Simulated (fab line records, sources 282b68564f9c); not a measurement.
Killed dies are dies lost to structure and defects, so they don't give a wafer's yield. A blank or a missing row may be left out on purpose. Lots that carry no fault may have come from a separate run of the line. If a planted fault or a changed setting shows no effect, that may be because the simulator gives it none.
fab line records -- flow rit-cmos
record: lots: 14, wafers: 42, last-day: 7
route steps=202 shown ACTIVE@2 M1@202
lots that met no fault: taken from a fault-free run of the same line
start-h: the number of hours between the record's first day and the start of the first shown wafer of the lot -- wait-h: time in hours since the lot's previous step -- " identical to the entry in the row above -- L1.1+2: one row covering several wafers at once -- - no value, or no start given -- * or withheld: withheld -- < > ~ a bound
route shown NAME@n: a module of which the file shows steps, and the number in the route of the first -- usual: mean/standard deviation of fault-free wafers -- same: alike in all rows -- chamber/n: place in a boat -- sites: readings site by site -- _std_site: the values' standard deviation -- _edge_site: mean of outer sites minus mean of inner sites -- radius-mm: how far each site lies from the wafer's centre -- mask NAME#n: copy n -- behind: the last tool/chamber to shape the wafer -- hold: why the lot went on hold/how many hours it stayed there/how the hold came to an end -- device: which transistor (n, p or np) failed to switch -- end of line: tests of these same wafers at the route's end -- a step with no rows: only its recipe -- killed: dies lost to structure and defects at the first sort, not the wafer's yield -- map: a wafer's dies, x killed, . not, _ none there
set.NAME: the setting the step ran with; set.NAME@STEP: the setting that earlier step ran with -- model.NAME: the simulator's own value behind a step, which no gauge read
steps of the route over a sample of lots; a table a step, a row a wafer
services: from which hour (start-h, from the record's first day; less than 0 if before it) a tool's chamber was out of use, for how many hours, and why
== steps ==
step: RIT_ACTIVE_OXIDATION_01
recipe: temp-c: 1000, ambient: O2, target-thk-a: 468, ox-time-s: 3360
lot.wafer,tool,chamber,start-h,wait-h
L221.1+2+4,furnace-01,0,10.12,0.1
L223.2+4+6,furnace-01,0,20.14,0.1
L227.1+3+6,furnace-04,0,40.40,0.4
L228.1+2+3,furnace-03,0,46.24,1.2
L229.2+5+6,furnace-03,0,50.12,0.1
L230.1+3+4,furnace-01,0,57.15,2.1
L231.2+4+5,furnace-01,0,61.47,1.4
L235.2+3+6,furnace-03,0,80.68,0.6
L236.1+4+5,furnace-04,0,85.63,0.6
L238.4+5+6,furnace-04,0,95.28,0.2
L240.1+2+4,furnace-03,0,105.40,0.4
L241.1+3+6,furnace-04,0,110.50,0.5
L243.1+3+4,furnace-04,0,121.23,1.2
L244.1+4+5,furnace-04,0,125.71,0.7
step: RIT_ACTIVE_THK_MEAS_02
recipe: reads: SiO2_of_ACTIVE_OXIDATION_01
usual: ACTIVE_OXIDE_THK: 46.7/1.3
lot.wafer,tool,chamber,start-h,wait-h,ACTIVE_OXIDE_THK[nm]
L221.1,film-metro-01,-,12.05,0.0,46.2
L221.2,film-metro-01,-,12.05,0.0,45.7
L221.4,film-metro-01,-,12.05,0.0,46.3
L223.2,film-metro-04,-,22.08,0.0,46.0
L223.4,film-metro-04,-,22.08,0.0,46.3
L223.6,film-metro-04,-,22.08,0.0,46.6
L227.1,film-metro-04,-,42.33,0.0,44.6
L227.3,film-metro-04,-,42.33,0.0,44.0
L227.6,film-metro-04,-,42.33,0.0,44.2
L228.1,film-metro-02,-,48.17,0.0,47.1
L228.2,film-metro-02,-,48.17,0.0,47.7
L228.3,film-metro-02,-,48.17,0.0,46.9
L229.2,film-metro-02,-,52.06,0.0,48.0
L229.5,film-metro-02,-,52.06,0.0,49.5
L229.6,film-metro-02,-,52.06,0.0,48.4
L230.1,film-metro-02,-,59.08,0.0,28.7
L230.3,film-metro-02,-,59.08,0.0,28.8
L230.4,film-metro-02,-,59.08,0.0,27.9
L231.2,film-metro-02,-,63.41,0.0,29.3
L231.4,film-metro-02,-,63.41,0.0,29.2
L231.5,film-metro-02,-,63.41,0.0,29.0
L235.2,film-metro-01,-,82.62,0.0,47.0
L235.3,film-metro-01,-,82.62,0.0,47.7
L235.6,film-metro-01,-,82.62,0.0,46.7
L236.1,film-metro-02,-,87.56,0.0,46.9
L236.4,film-metro-02,-,87.56,0.0,46.9
L236.5,film-metro-02,-,87.56,0.0,46.8
L238.4,film-metro-01,-,97.25,0.0,47.7
L238.5,film-metro-01,-,97.25,0.0,48.8
L238.6,film-metro-01,-,97.25,0.0,47.7
L240.1,film-metro-04,-,107.33,0.0,46.5
L240.2,film-metro-04,-,107.33,0.0,46.6
L240.4,film-metro-04,-,107.33,0.0,45.9
L241.1,film-metro-02,-,112.43,0.0,46.5
L241.3,film-metro-02,-,112.43,0.0,45.9
L241.6,film-metro-02,-,112.43,0.0,47.5
L243.1,film-metro-01,-,123.16,0.0,47.1
L243.3,film-metro-01,-,123.16,0.0,47.1
L243.4,film-metro-01,-,123.16,0.0,47.2
L244.1,film-metro-01,-,127.64,0.0,46.0
L244.4,film-metro-01,-,127.64,0.0,46.6
L244.5,film-metro-01,-,127.64,0.0,46.0
step: RIT_M1_PROBE_99
usual: killed_at_M0_to_M3: 0.0/0.12, killed-at-contacts: 0.1/0.25, killed-at-front-end: 6.8/2.7, killed-dies: 6.8/2.7, killed-open: 3.4/1.8, killed-short: 3.5/1.7
same: gross-dies: 264, killed_at_M4_up: 0, killed-at-back-side: 0, killed-at-other: 0
lot.wafer,tool,chamber,start-h,wait-h,killed_at_M0_to_M3,killed-at-contacts,killed-at-front-end,killed-dies,killed-open,killed-short
L240.1,prober-02,-,157.59,0.1,0,1,8,9,5,4
L240.2,prober-02,-,157.64,0.1,0,0,8,8,4,4
L240.4,prober-02,-,157.74,0.2,0,0,10,10,5,5
killed by level:class
L240.1 GATE:geometric-particle:open=3 FOX1:geometric-particle:open=1 FOX2:geometric-particle:open=1 GATE:geometric-particle:short=1 REOX:geometric-particle:short=1 SPACER:geometric-particle:short=1 CONTACT:geometric-particle:short=1
L240.2 SILICIDE:geometric-particle:short=3 SPACER:geometric-particle:open=2 GATE:geometric-particle:open=1 GATE:geometric-particle:short=1 REOX:geometric-particle:open=1
L240.4 GATE:geometric-particle:short=2 SPACER:geometric-particle:open=2 SPACER:geometric-particle:short=2 FOX2:geometric-particle:open=1 GATE:geometric-particle:open=1 REOX:geometric-particle:open=1 SILICIDE:geometric-particle:short=1
== services ==
tool,chamber,start-h,hours,kind
furnace-03,-,29.08,3.2,pm
furnace-04,-,35.10,2.7,pm
furnace-01,-,70.08,5.2,pm
== key ==
first-sign: step: RIT_ACTIVE_THK_MEAS_02, reading: ACTIVE_OXIDE_THK, direction: down, sigmas: 14, usual: 46.7, struck: 28.8
effect none on later readings
met-at RIT_ACTIVE_OXIDATION_01
struck-lots L230,L231
tester-left-out L230,L231
onset-between 20.14 57.15
fault: kind: process-parameter-drift, tool: furnace-01, chamber: -, onset-h: 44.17, steps: RIT_ACTIVE_OXIDATION_01, channel: ox-time-s, offset: *, shape: step, end-h: 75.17, acts-in: *, stated: *
tester-left-out: of these lots the tester's yield and bins aren't shown, on N5 and GAA mostly nor the transistor test; their killed dies are dies lost to structure and defects alone, not to doping, threshold or leakage, so they don't give the yield
